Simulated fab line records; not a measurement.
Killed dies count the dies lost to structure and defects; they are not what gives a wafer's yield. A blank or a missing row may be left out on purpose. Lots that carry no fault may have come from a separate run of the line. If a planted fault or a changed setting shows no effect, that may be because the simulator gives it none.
fab line records	flow rit_cmos
record: lots: 7	wafers: 21	last_day: 7
route steps=202 shown PRETRO@72 GATE@75 FOX2@80 REOX@98 NLDD@103 SDANNEAL@155 M1@202
lots that met no fault: from a run of the same line without faults
start_h: hours from the record's opening day to when the first of the lot's shown wafers began	wait_h: time in hours since the lot's previous step	" repeats the value in the row above	L1.1+2: one row covering several wafers at once	- either no value or no given start	* or withheld: withheld	< > ~ a bound
route shown NAME@n: a module of which the file shows steps, and the number in the route of the first	usual: mean/standard deviation of fault-free wafers	same: alike in all rows	chamber/n: place in a boat	sites: per-site readings	_std_site: the values' standard deviation	_edge_site: outer sites' mean less inner sites'	radius_mm: how far each site lies from the wafer's centre	mask NAME#n: copy n	behind: tool/chamber where the wafer was last shaped	hold: the reason the lot was held/the length of the hold in hours/how it ended	device: the transistor (n, p or np) that didn't switch	end of line: tests of these same wafers at the route's end	a step with no rows: only its recipe	killed: the dies lost at the first sort to structure and to defects; this is not the yield of the wafer	map: a wafer's dies, x killed, . not, _ none there
set.NAME: the setting that was run; set.NAME@STEP: the one run at that earlier step	model.NAME: the simulator's own value behind a step, which no gauge read
a table for each step, a row for each wafer; lots at some steps of the route
services: the hour from which a tool's chamber was out of use, counted from the record's first day as start_h (under 0 if before that day), plus the number of hours and why
== steps ==
step: RIT_PRETRO_IMPLANT_08
recipe: species: B	energy_kev: 45	dose_cm2: 1.2e+13	tilt_deg: 7.325
step: RIT_PRETRO_STRIP_09
recipe: chemistry: O2	time_s: 180	resist: NOVOLAK	platen_temp_c: withheld	power_w: 500	pressure_mtorr: 4000	o2_flow_sccm: 4000
usual: drypump_motor_current_A: 5.55/0.3
lot.wafer	tool	chamber	start_h	wait_h	drypump_motor_current_A	rf_hours_counter_h
L426.1	plasma_asher-03	1	78.66	0.1	5.61	45
L426.2	"	0	"	"	5.50	45
L426.6	"	0	"	"	5.49	-
L430.3	plasma_asher-01	1	98.26	0.1	5.57	-
L430.4	"	0	"	"	6.00	-
L430.5	"	1	"	"	5.57	-
L433.1	plasma_asher-04	1	113.60	0.1	5.60	33
L433.2	"	0	"	"	4.78	33
L433.6	"	1	"	"	5.61	-
L434.2	plasma_asher-01	0	118.11	0.1	6.04	0
L434.5	"	0	"	"	6.04	-
L434.6	"	1	"	"	5.59	-
L435.3	plasma_asher-01	0	123.57	0.1	6.05	-
L435.4	"	1	"	"	5.60	-
L435.5	"	1	"	"	5.59	-
L437.2	plasma_asher-03	1	133.18	0.1	5.68	52
L437.4	"	1	"	"	5.63	-
L437.5	"	0	"	"	5.53	-
L440.1	plasma_asher-03	0	147.67	0.1	5.51	53
L440.4	"	1	"	"	5.63	-
L440.6	"	1	"	"	5.62	-
step: RIT_PRETRO_TW_MEAS_10
usual: PRETRO_TW: 475.6/2.8
lot.wafer	tool	chamber	start_h	wait_h	PRETRO_TW
L426.1	film_metro-03	-	78.84	0.1	477.6
L426.2	"	-	"	"	477.1
L426.6	"	-	"	"	478.7
L430.3	film_metro-03	-	98.40	0.1	478.0
L430.4	"	-	"	"	476.6
L430.5	"	-	"	"	477.6
L433.1	film_metro-02	-	113.78	0.1	477.6
L433.2	"	-	"	"	478.8
L433.6	"	-	"	"	477.2
L434.2	film_metro-02	-	118.29	0.1	475.9
L434.5	"	-	"	"	479.1
L434.6	"	-	"	"	477.3
L435.3	film_metro-02	-	123.70	0.1	472.4
L435.4	"	-	"	"	474.4
L435.5	"	-	"	"	476.1
L437.2	film_metro-02	-	133.36	0.1	474.8
L437.4	"	-	"	"	472.6
L437.5	"	-	"	"	474.3
L440.1	film_metro-03	-	147.85	0.1	479.8
L440.4	"	-	"	"	480.4
L440.6	"	-	"	"	476.7
step: RIT_GATE_WET_ETCH_00
recipe: chemistry: BOE	target: SiO2	target_depth_nm: 56	time_s: 60	dry: n2_spin	dilution: 10:1	temp_c: 21.5
step: RIT_GATE_CLEAN_01
recipe: chemistry: SC1	mix: 3:3:50	time_s: 600	temp_c: 75
step: RIT_GATE_CLEAN_02
recipe: chemistry: dHF	dilution: 50:1	time_s: 30
step: RIT_GATE_CLEAN_03
recipe: chemistry: SC2	mix: 3:3:50	time_s: 600	temp_c: 75	dry: n2_spin
step: RIT_GATE_CLEAN_04
recipe: chemistry: dHF	dilution: 50:1	time_s: 61.06	dry: n2_spin
step: RIT_FOX2_THK_MEAS_91
recipe: reads: SiO2_of_FOX2_OXIDATION_00
usual: FIELD_OXIDE_LEFT_2_THK: 256/5.6
lot.wafer	tool	chamber	start_h	wait_h	FIELD_OXIDE_LEFT_2_THK[nm]
L426.1	film_metro-03	-	79.32	0.0	247
L426.2	"	-	"	"	250
L426.6	"	-	"	"	256
L430.3	film_metro-04	-	98.87	0.0	252
L430.4	"	-	"	"	260
L430.5	"	-	"	"	258
L433.1	film_metro-03	-	114.29	0.0	266
L433.2	"	-	"	"	261
L433.6	"	-	"	"	268
L434.2	film_metro-03	-	118.77	0.0	260
L434.5	"	-	"	"	263
L434.6	"	-	"	"	269
L435.3	film_metro-03	-	124.26	0.0	254
L435.4	"	-	"	"	259
L435.5	"	-	"	"	252
L437.2	film_metro-03	-	134.02	0.0	248
L437.4	"	-	"	"	248
L437.5	"	-	"	"	254
L440.1	film_metro-02	-	148.56	0.0	261
L440.4	"	-	"	"	264
L440.6	"	-	"	"	263
step: RIT_GATE_OXIDATION_05
recipe: temp_c: 900	ambient: O2	target_thk_a: 30	ox_time_s: 270
step: RIT_GATE_ANNEAL_06
recipe: temp_c: 900	time_s: 600	ambient: N2O
step: RIT_GATE_THK_MEAS_07
recipe: reads: SiO2_of_GATE_OXIDATION_05
usual: GATE_OXIDE_THK: 3.02/0.064
lot.wafer	tool	chamber	start_h	wait_h	GATE_OXIDE_THK[nm]
L426.1	film_metro-03	-	82.86	0.0	3.00
L426.2	"	-	"	"	2.98
L426.6	"	-	"	"	3.02
L430.3	film_metro-03	-	100.56	0.0	2.99
L430.4	"	-	"	"	2.94
L430.5	"	-	"	"	3.04
L433.1	film_metro-04	-	117.51	0.0	3.19
L433.2	"	-	"	"	3.10
L433.6	"	-	"	"	3.11
L434.2	film_metro-02	-	120.54	0.0	3.02
L434.5	"	-	"	"	3.08
L434.6	"	-	"	"	3.04
L435.3	film_metro-03	-	127.56	0.0	2.98
L435.4	"	-	"	"	2.96
L435.5	"	-	"	"	2.89
L437.2	film_metro-02	-	135.40	0.0	2.95
L437.4	"	-	"	"	2.91
L437.5	"	-	"	"	2.94
L440.1	film_metro-03	-	150.34	0.0	3.06
L440.4	"	-	"	"	3.01
L440.6	"	-	"	"	3.08
step: RIT_GATE_CVD_08
recipe: material: poly-Si	target_thk_nm: 250	temp_c: 610	precursor: SiH4	time_s: 2220	pressure_mtorr: 300	sih4_flow_sccm: 100
lot.wafer	tool	chamber	start_h	wait_h	model.poly-Si_of_GATE_CVD_08.thk_nm
L426.1	lpcvd-02	0	82.92	0.1	250.7
L426.2	"	0	"	"	251.5
L426.6	"	0	"	"	253
L430.3	lpcvd-01	1	100.60	0.0	245.7
L430.4	"	1	"	"	250.4
L430.5	"	1	"	"	248.8
L433.1	lpcvd-01	1	117.57	0.1	164.6
L433.2	"	1	"	"	165.7
L433.6	"	1	"	"	164.8
L434.2	lpcvd-01	1	120.59	0.0	168.6
L434.5	"	1	"	"	166.5
L434.6	"	1	"	"	167.5
L435.3	lpcvd-02	0	127.60	0.0	253
L435.4	"	0	"	"	251
L435.5	"	0	"	"	251.1
L437.2	lpcvd-01	1	135.45	0.0	166.4
L437.4	"	1	"	"	165.3
L437.5	"	1	"	"	163.9
L440.1	lpcvd-02	1	150.40	0.1	248
L440.4	"	1	"	"	246.7
L440.6	"	1	"	"	248.9
step: RIT_GATE_THK_MEAS_09
recipe: reads: poly-Si_of_GATE_CVD_08
usual: GATE_POLY_THK: 249.7/2.2
lot.wafer	tool	chamber	start_h	wait_h	GATE_POLY_THK[nm]
L426.1	film_metro-03	-	84.54	0.0	250.8
L426.2	"	-	"	"	251.6
L426.6	"	-	"	"	253.1
L430.3	film_metro-03	-	102.24	0.0	245.6
L430.4	"	-	"	"	250.4
L430.5	"	-	"	"	248.8
L433.1	film_metro-02	-	119.19	0.0	164.7
L433.2	"	-	"	"	165.6
L433.6	"	-	"	"	164.9
L434.2	film_metro-04	-	122.21	0.0	168.7
L434.5	"	-	"	"	166.5
L434.6	"	-	"	"	167.4
L435.3	film_metro-04	-	129.24	0.0	252.8
L435.4	"	-	"	"	251.0
L435.5	"	-	"	"	251.1
L437.2	film_metro-03	-	137.08	0.0	166.4
L437.4	"	-	"	"	165.2
L437.5	"	-	"	"	163.9
L440.1	film_metro-04	-	152.01	0.0	247.9
L440.4	"	-	"	"	246.8
L440.6	"	-	"	"	249.2
step: RIT_GATE_HMDS_10
recipe: prime_time_s: 60	prime_temp_c: 140
step: RIT_GATE_COAT_11
recipe: resist: NOVOLAK	spin_rpm: 4250	resist_thk_nm: 850
step: RIT_GATE_SOFTBAKE_12
recipe: resist: NOVOLAK	temp_c: 90	time_s: 60
step: RIT_GATE_EXPOSE_13
recipe: mask_id: M6	na: 0.6	source_shape: conventional	sigma_outer: 0.6	target_cd_nm: 150	dose_mj: 380
step: RIT_GATE_PEB_14
recipe: resist: NOVOLAK	temp_c: withheld	time_s: withheld
step: RIT_GATE_DEVELOP_15
recipe: resist: NOVOLAK	develop_time_s: 50	dev_temp_c: 23
step: RIT_GATE_CD_MEAS_16
recipe: target_cd_nm: 150
usual: cd_nm: 149.4/2.5
lot.wafer	tool	chamber	start_h	wait_h	cd_nm
L426.1	cd_sem-02	-	85.45	-	147.3
L426.2	"	-	"	"	148.1
L426.6	"	-	"	"	150.5
L430.3	cd_sem-02	-	103.37	-	152.7
L430.4	"	-	"	"	151.0
L430.5	"	-	"	"	151.6
L433.1	cd_sem-02	-	120.23	-	152.5
L433.2	"	-	"	"	150.2
L433.6	"	-	"	"	150.1
L434.2	cd_sem-01	-	123.26	-	148.5
L434.5	"	-	"	"	149.1
L434.6	"	-	"	"	147.9
L435.3	cd_sem-02	-	130.17	-	150.6
L435.4	"	-	"	"	147.7
L435.5	"	-	"	"	147.2
L437.2	cd_sem-01	-	138.00	-	145.5
L437.4	"	-	"	"	144.7
L437.5	"	-	"	"	144.5
L440.1	cd_sem-02	-	153.05	-	149.3
L440.4	"	-	"	"	146.4
L440.6	"	-	"	"	149.7
step: RIT_GATE_OVL_MEAS_17
usual: GATE_OVL: -1.1/1.4
lot.wafer	tool	chamber	start_h	wait_h	GATE_OVL[nm]
L426.1	overlay-01	-	85.57	0.1	0.4
L426.2	"	-	"	"	2.0
L426.6	"	-	"	"	0.4
L430.3	overlay-01	-	103.46	0.1	0.2
L430.4	"	-	"	"	-1.1
L430.5	"	-	"	"	-0.8
L433.1	overlay-01	-	120.35	0.1	-2.2
L433.2	"	-	"	"	-0.7
L433.6	"	-	"	"	-2.6
L434.2	overlay-02	-	123.36	0.1	-0.7
L434.5	"	-	"	"	-1.9
L434.6	"	-	"	"	-2.4
L435.3	overlay-02	-	130.26	0.1	-0.1
L435.4	"	-	"	"	-2.9
L435.5	"	-	"	"	-2.9
L437.2	overlay-02	-	138.10	0.1	-1.2
L437.4	"	-	"	"	-1.1
L437.5	"	-	"	"	-1.7
L440.1	overlay-01	-	153.17	0.1	-0.8
L440.4	"	-	"	"	-0.6
L440.6	"	-	"	"	-1.6
step: RIT_GATE_HARDBAKE_18
recipe: resist: NOVOLAK	temp_c: 140	time_s: 60
step: RIT_GATE_ETCH_19
recipe: chemistry: SF6/CHF3/O2	time_s: 165	SF6_flow_sccm: 30	CHF3_flow_sccm: 30	O2_flow_sccm: 5	target: poly-Si	pressure_mtorr: 40	rf_w: 160	target_depth_a: 3125	over_etch_frac: 0.25	stop_on: SiO2
usual: drypump_motor_current_A: 5.8/0.64	oes_product_au: 0.858/0.011	throttle_valve_pct: 10.22/0.14
lot.wafer	tool	chamber	start_h	wait_h	drypump_motor_current_A	oes_product_au	rf_hours_counter_h	throttle_valve_pct	model.etch.depth_nm	model.GATE.feature_depth_nm
L426.1	rie_si-02	1	85.75	0.1	6.4	0.847	40	10.28	250.7	250.7
L426.2	"	3	"	"	6.5	0.862	16	10.53	251.5	251.5
L426.6	"	1	"	"	6.4	0.847	-	10.28	253	253
L430.3	rie_si-02	2	103.64	0.1	6.8	0.855	90	10.06	245.7	245.7
L430.4	"	1	"	"	6.4	0.840	40	10.28	250.4	250.4
L430.5	"	2	"	"	6.8	0.853	-	10.05	248.8	248.8
L433.1	rie_si-01	2	120.53	0.1	5.2	0.654	4	10.10	164.6	164.6
L433.2	"	3	"	"	5.1	0.659	1	10.26	165.7	165.7
L433.6	"	3	"	"	5.1	0.665	-	10.25	164.8	164.8
L434.2	rie_si-02	2	123.54	0.1	6.9	0.671	90	10.06	168.6	168.6
L434.5	"	1	"	"	6.4	0.636	-	10.28	166.5	166.5
L434.6	"	2	"	"	6.9	0.658	-	10.06	167.5	167.5
L435.3	rie_si-01	2	130.43	0.1	5.2	0.865	4	10.11	253	253
L435.4	"	2	"	"	5.2	0.864	-	10.10	251	251
L435.5	"	3	"	"	5.1	0.873	-	10.29	251.1	251.1
L437.2	rie_si-01	1	138.28	0.1	5.3	0.664	2	10.08	166.4	166.4
L437.4	"	3	"	"	5.1	0.656	1	10.29	165.3	165.3
L437.5	"	3	"	"	5.1	0.653	-	10.30	163.9	163.9
L440.1	rie_si-02	0	153.35	0.1	5.7	0.860	121	10.20	248	248
L440.4	"	1	"	"	6.4	0.832	41	10.28	246.7	246.7
L440.6	"	3	"	"	6.5	0.856	-	10.53	248.9	248.9
step: RIT_GATE_STRIP_20
recipe: chemistry: O2	time_s: 180	resist: NOVOLAK	platen_temp_c: withheld	power_w: 500	pressure_mtorr: 4000	o2_flow_sccm: 3888
usual: drypump_motor_current_A: 5.7/0.58
lot.wafer	tool	chamber	start_h	wait_h	drypump_motor_current_A	rf_hours_counter_h
L426.1	plasma_asher-02	1	85.86	0.1	6.1	43
L426.2	"	0	"	"	6.7	43
L426.6	"	1	"	"	6.1	-
L430.3	plasma_asher-02	1	103.81	0.1	6.0	-
L430.4	"	0	"	"	6.8	-
L430.5	"	1	"	"	6.0	-
L433.1	plasma_asher-04	1	120.64	0.1	5.6	34
L433.2	"	0	"	"	4.8	34
L433.6	"	1	"	"	5.6	-
L434.2	plasma_asher-03	1	123.65	0.1	5.6	51
L434.5	"	0	"	"	5.5	-
L434.6	"	1	"	"	5.6	-
L435.3	plasma_asher-02	0	130.60	0.1	6.8	-
L435.4	"	1	"	"	6.0	-
L435.5	"	1	"	"	6.0	-
L437.2	plasma_asher-03	0	138.39	0.1	5.5	52
L437.4	"	0	"	"	5.5	-
L437.5	"	1	"	"	5.6	-
L440.1	plasma_asher-03	1	153.46	0.1	5.6	54
L440.4	"	0	"	"	5.5	-
L440.6	"	0	"	"	5.5	-
step: RIT_GATE_CD_MEAS_90
recipe: target_cd_nm: 150
usual: cd_nm: 149.4/2.5
lot.wafer	tool	chamber	start_h	wait_h	cd_nm
L426.1	cd_sem-02	-	86.04	0.1	147.1
L426.2	"	-	"	"	148.2
L426.6	"	-	"	"	150.9
L430.3	cd_sem-02	-	103.96	0.1	152.6
L430.4	"	-	"	"	151.2
L430.5	"	-	"	"	151.9
L433.1	cd_sem-02	-	120.82	0.1	152.7
L433.2	"	-	"	"	149.6
L433.6	"	-	"	"	150.0
L434.2	cd_sem-02	-	123.85	0.1	148.4
L434.5	"	-	"	"	148.9
L434.6	"	-	"	"	147.9
L435.3	cd_sem-02	-	130.76	0.1	150.6
L435.4	"	-	"	"	148.2
L435.5	"	-	"	"	146.4
L437.2	cd_sem-01	-	138.59	0.1	145.5
L437.4	"	-	"	"	144.7
L437.5	"	-	"	"	144.5
L440.1	cd_sem-02	-	153.64	0.1	149.2
L440.4	"	-	"	"	146.7
L440.6	"	-	"	"	150.0
step: RIT_REOX_CLEAN_00
recipe: chemistry: SC1	mix: 3:3:50	time_s: 600	temp_c: 75
step: RIT_REOX_CLEAN_01
recipe: chemistry: dHF	dilution: 50:1	time_s: 30
step: RIT_REOX_CLEAN_02
recipe: chemistry: SC2	mix: 3:3:50	time_s: 600	temp_c: 75	dry: n2_spin
step: RIT_REOX_OXIDATION_03
recipe: temp_c: 900	ambient: O2	target_thk_a: 252	ox_time_s: 5580
step: RIT_REOX_THK_MEAS_04
recipe: reads: SiO2_of_REOX_OXIDATION_03
usual: REOX_OXIDE_THK: 25.2/0.46
lot.wafer	tool	chamber	start_h	wait_h	REOX_OXIDE_THK[nm]
L426.1	film_metro-04	-	91.22	0.0	25.8
L426.2	"	-	"	"	25.5
L426.6	"	-	"	"	25.8
L430.3	film_metro-03	-	106.99	0.0	25.9
L430.4	"	-	"	"	25.8
L430.5	"	-	"	"	25.4
L433.1	film_metro-03	-	124.74	0.0	25.2
L433.2	"	-	"	"	25.3
L433.6	"	-	"	"	24.7
L434.2	film_metro-01	-	127.30	0.0	24.4
L434.5	"	-	"	"	24.8
L434.6	"	-	"	"	24.7
L435.3	film_metro-01	-	134.87	0.0	25.0
L435.4	"	-	"	"	24.1
L435.5	"	-	"	"	24.7
L437.2	film_metro-03	-	142.16	0.0	25.5
L437.4	"	-	"	"	25.6
L437.5	"	-	"	"	26.3
L440.1	film_metro-03	-	157.97	0.0	25.9
L440.4	"	-	"	"	25.8
L440.6	"	-	"	"	25.5
step: RIT_NLDD_HMDS_00
recipe: prime_time_s: 60	prime_temp_c: 140
step: RIT_NLDD_COAT_01
recipe: resist: NOVOLAK	spin_rpm: 3250	resist_thk_nm: 1000
step: RIT_NLDD_SOFTBAKE_02
recipe: resist: NOVOLAK	temp_c: 90	time_s: 60
step: RIT_NLDD_EXPOSE_03
recipe: mask_id: M7	na: 0.57	target_cd_nm: 40700	dose_mj: 250
step: RIT_NLDD_PEB_04
recipe: resist: NOVOLAK	temp_c: withheld	time_s: withheld
step: RIT_NLDD_DEVELOP_05
recipe: resist: NOVOLAK	develop_time_s: 50	dev_temp_c: 23
step: RIT_NLDD_OVL_MEAS_06
usual: NLDD_OVL: -0.8/1.2
lot.wafer	tool	chamber	start_h	wait_h	NLDD_OVL[nm]
L426.1	overlay-01	-	92.25	-	-0.2
L426.2	"	-	"	"	-0.1
L426.6	"	-	"	"	0.4
L430.3	overlay-01	-	108.02	-	-1.2
L430.4	"	-	"	"	-2.0
L430.5	"	-	"	"	-2.0
L433.1	overlay-01	-	125.78	-	0.6
L433.2	"	-	"	"	-0.8
L433.6	"	-	"	"	-0.7
L434.2	overlay-02	-	128.24	-	-0.9
L434.5	"	-	"	"	0.3
L434.6	"	-	"	"	-0.7
L435.3	overlay-02	-	135.78	-	0.4
L435.4	"	-	"	"	-0.6
L435.5	"	-	"	"	0.0
L437.2	overlay-02	-	143.24	-	1.2
L437.4	"	-	"	"	1.8
L437.5	"	-	"	"	-0.4
L440.1	overlay-02	-	159.08	-	-1.8
L440.4	"	-	"	"	-1.2
L440.6	"	-	"	"	-2.1
step: RIT_NLDD_HARDBAKE_07
recipe: resist: NOVOLAK	temp_c: 140	time_s: 60
step: RIT_NLDD_IMPLANT_08
recipe: species: P	energy_kev: 20	dose_cm2: 4.883e+14	tilt_deg: 7
step: RIT_NLDD_STRIP_09
recipe: chemistry: O2	time_s: 180	resist: NOVOLAK	platen_temp_c: withheld	power_w: 500	pressure_mtorr: 4000	o2_flow_sccm: 4000
usual: drypump_motor_current_A: 5.6/0.56
lot.wafer	tool	chamber	start_h	wait_h	drypump_motor_current_A	rf_hours_counter_h
L426.1	plasma_asher-02	1	92.59	0.1	6.1	44
L426.2	"	0	"	"	6.8	44
L426.6	"	0	"	"	6.8	-
L430.3	plasma_asher-02	0	108.40	0.1	6.8	-
L430.4	"	1	"	"	6.0	-
L430.5	"	1	"	"	6.0	-
L433.1	plasma_asher-01	1	126.11	0.1	5.6	1
L433.2	"	0	"	"	6.0	1
L433.6	"	0	"	"	6.0	-
L434.2	plasma_asher-01	1	128.57	0.1	5.6	1
L434.5	"	0	"	"	6.0	-
L434.6	"	1	"	"	5.6	-
L435.3	plasma_asher-01	0	136.16	0.1	6.0	-
L435.4	"	1	"	"	5.6	-
L435.5	"	0	"	"	6.0	-
L437.2	plasma_asher-01	1	143.57	0.1	5.6	3
L437.4	"	1	"	"	5.6	-
L437.5	"	1	"	"	5.6	-
L440.1	plasma_asher-04	1	159.42	0.1	5.6	38
L440.4	"	1	"	"	5.6	-
L440.6	"	1	"	"	5.6	-
step: RIT_NLDD_TW_MEAS_10
usual: NLDD_TW: 2478/21
lot.wafer	tool	chamber	start_h	wait_h	NLDD_TW
L426.1	film_metro-01	-	92.77	0.1	2447
L426.2	"	-	"	"	2458
L426.6	"	-	"	"	2453
L430.3	film_metro-04	-	108.54	0.1	2511
L430.4	"	-	"	"	2488
L430.5	"	-	"	"	2515
L433.1	film_metro-01	-	126.29	0.1	2453
L433.2	"	-	"	"	2464
L433.6	"	-	"	"	2450
L434.2	film_metro-02	-	128.75	0.1	2473
L434.5	"	-	"	"	2478
L434.6	"	-	"	"	2481
L435.3	film_metro-04	-	136.29	0.1	2488
L435.4	"	-	"	"	2505
L435.5	"	-	"	"	2498
L437.2	film_metro-02	-	143.75	0.1	2471
L437.4	"	-	"	"	2488
L437.5	"	-	"	"	2474
L440.1	film_metro-01	-	159.60	0.1	2457
L440.4	"	-	"	"	2453
L440.6	"	-	"	"	2450
step: RIT_SDANNEAL_CLEAN_02
recipe: chemistry: SC2	mix: 3:3:50	time_s: 600	temp_c: 75	dry: n2_spin
lot.wafer	tool	chamber	start_h	wait_h	model.poly-Si_of_GATE_CVD_08.thk_nm
L426.1	wet_bench-02	2	100.11	0.0	160.9
L426.2	"	2	"	"	165.4
L426.6	"	2	"	"	163.5
L430.3	wet_bench-04	2	115.82	0.0	160.7
L430.4	"	2	"	"	162.9
L430.5	"	2	"	"	163.9
L433.1	wet_bench-02	0	134.12	0.0	76.64
L433.2	"	0	"	"	77.98
L433.6	"	0	"	"	77
L434.2	wet_bench-04	0	135.91	0.0	82.88
L434.5	"	0	"	"	80.48
L434.6	"	0	"	"	81.5
L435.3	wet_bench-01	2	144.07	0.0	166.1
L435.4	"	2	"	"	168.7
L435.5	"	2	"	"	164
L437.2	wet_bench-02	0	151.00	0.0	79.65
L437.4	"	0	"	"	76.87
L437.5	"	0	"	"	78.36
L440.1	wet_bench-01	2	166.82	0.0	162.6
L440.4	"	2	"	"	159.3
L440.6	"	2	"	"	161.4
step: RIT_M1_PROBE_99
usual: killed_at_contacts: 0.1/0.35	killed_at_front_end: 6.9/2.8	killed_dies: 7.0/2.8	killed_open: 3.4/2	killed_short: 3.5/2.1
same: gross_dies: 264	killed_at_M0_to_M3: 0	killed_at_M4_up: 0	killed_at_back_side: 0	killed_at_other: 0
lot.wafer	tool	chamber	start_h	wait_h	killed_at_contacts	killed_at_front_end	killed_dies	killed_open	killed_short
L426.1	prober-02	-	108.35	0.1	0	11	11	6	5
L426.2	prober-02	-	108.40	0.1	0	1	1	1	0
L426.6	prober-02	-	108.60	0.2	0	8	8	4	4
L430.3	prober-02	-	123.58	0.2	0	9	9	3	5
L430.4	prober-02	-	123.63	0.2	0	2	2	2	0
L430.5	prober-02	-	123.68	0.2	0	11	11	6	4
L433.1	prober-01	-	142.55	0.1	0	7	7	5	2
L433.2	prober-01	-	142.60	0.1	0	12	12	6	6
L433.6	prober-01	-	142.80	0.2	0	14	14	8	6
L434.2	prober-02	-	144.14	0.1	0	5	5	2	3
L434.5	prober-02	-	144.29	0.2	0	4	4	1	3
L434.6	prober-02	-	144.34	0.2	0	7	7	4	3
L435.3	prober-01	-	152.02	0.2	1	6	7	4	2
L435.4	prober-01	-	152.07	0.2	2	15	17	3	13
L435.5	prober-01	-	152.12	0.2	1	5	6	3	2
killed by level:class
L426.1 REOX:geometric_particle:short=3 SPACER:geometric_particle:open=3 GATE:geometric_particle:short=2 GATE:geometric_particle:open=2 REOX:geometric_particle:open=1
L426.2 GATE:geometric_particle:open=1
L426.6 GATE:geometric_particle:open=4 GATE:geometric_particle:short=3 REOX:geometric_particle:short=1
L430.3 GATE:geometric_particle:short=5 FOX1:geometric_particle:open=1 GATE:geometric_particle:open=1 SPACER:geometric_particle:open=1 PRETRO:coat_microbubble_printed=1
L430.4 GATE:geometric_particle:open=1 REOX:geometric_particle:open=1
L430.5 GATE:geometric_particle:open=4 GATE:geometric_particle:short=2 FOX1:geometric_particle:short=1 REOX:geometric_particle:open=1 REOX:geometric_particle:short=1 SILICIDE:geometric_particle:open=1 NRETRO:coat_microbubble_printed=1
L433.1 GATE:geometric_particle:short=2 SILICIDE:geometric_particle:open=2 FOX1:geometric_particle:open=1 FOX2:geometric_particle:open=1 GATE:geometric_particle:open=1
L433.2 FOX1:geometric_particle:open=2 FOX2:geometric_particle:short=2 GATE:geometric_particle:open=2 REOX:geometric_particle:short=2 FOX1:geometric_particle:short=1 GATE:geometric_particle:short=1 REOX:geometric_particle:open=1 SILICIDE:geometric_particle:open=1
L433.6 FOX1:geometric_particle:open=3 GATE:geometric_particle:short=3 GATE:geometric_particle:open=2 SPACER:geometric_particle:short=2 REOX:geometric_particle:open=2 FOX2:geometric_particle:open=1 FOX2:geometric_particle:short=1
L434.2 FOX1:geometric_particle:short=2 FOX1:geometric_particle:open=1 GATE:geometric_particle:open=1 GATE:geometric_particle:short=1
L434.5 FOX2:geometric_particle:short=2 FOX1:geometric_particle:open=1 GATE:geometric_particle:short=1
L434.6 GATE:geometric_particle:open=2 GATE:geometric_particle:short=2 FOX1:geometric_particle:short=1 FOX2:geometric_particle:open=1 SILICIDE:geometric_particle:open=1
L435.3 SPACER:geometric_particle:open=2 FOX1:geometric_particle:short=1 GATE:geometric_particle:open=1 REOX:geometric_particle:short=1 SILICIDE:geometric_particle:open=1 CONTACT:coat_microbubble_printed=1
L435.4 SPACER:geometric_particle:short=5 FOX2:geometric_particle:short=2 GATE:geometric_particle:short=2 REOX:geometric_particle:short=2 GATE:geometric_particle:open=1 REOX:geometric_particle:open=1 SPACER:geometric_particle:open=1 SILICIDE:geometric_particle:short=1
L435.5 FOX1:geometric_particle:open=1 GATE:geometric_particle:open=1 REOX:geometric_particle:short=1 SPACER:geometric_particle:short=1 SILICIDE:geometric_particle:open=1 CONTACT:coat_microbubble_printed=1
== services ==
tool	chamber	start_h	hours	kind
plasma_asher-03	-	62.49	0.7	repair
lpcvd-01	-	90.50	4.3	pm
plasma_asher-04	-	93.69	0.4	repair
rie_si-01	0	99.75	3.5	repair
plasma_asher-04	-	105.16	2.2	repair
plasma_asher-01	-	108.75	9.0	pm
plasma_asher-01	0	108.75	9.0	vent_cycle
plasma_asher-01	1	108.75	9.0	vent_cycle
plasma_asher-01	0	117.75	-	clean
plasma_asher-01	1	117.75	-	clean
plasma_asher-02	-	123.99	3.4	repair
rie_si-01	0	124.61	7.4	repair
plasma_asher-02	-	144.26	7.2	repair
rie_si-02	0	156.14	4.7	repair
plasma_asher-04	-	162.57	3.1	repair
== key ==
first_sign: step: RIT_GATE_THK_MEAS_09	reading: GATE_POLY_THK	direction: down	sigmas: 39	usual: 249.7	struck: 165.9
effect: step: RIT_GATE_ETCH_19	reading: oes_product_au	direction: down	sigmas: 18	usual: 0.858	struck: 0.657
model_effect: step: RIT_GATE_CVD_08	value: poly-Si_of_GATE_CVD_08.thk_nm	without: 248.4	struck: 165.9
model_effect: step: RIT_GATE_ETCH_19	value: etch.depth_nm	without: 248.4	struck: 165.9
model_effect: step: RIT_SDANNEAL_CLEAN_02	value: poly-Si_of_GATE_CVD_08.thk_nm	without: 161.5	struck: 79.04
met_at RIT_GATE_CVD_08
struck_wafers L433.1,L433.2,L433.6,L434.2,L434.5,L434.6,L437.2,L437.4,L437.5
tester_left_out L433,L434,L437
fault: kind: process_parameter_drift	tool: lpcvd-01	chamber: 1	onset_h: 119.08	steps: RIT_GATE_CVD_08	channel: target_thk_nm	offset: -82.5	shape: step	end_h: 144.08	acts_in: these_recipes_only	stated: 250
tester_left_out: of these lots the tester's yield and bins aren't shown, on N5 and GAA mostly nor the transistor test; their killed dies are dies lost to structure and defects alone, not to doping, threshold or leakage, so they don't give the yield
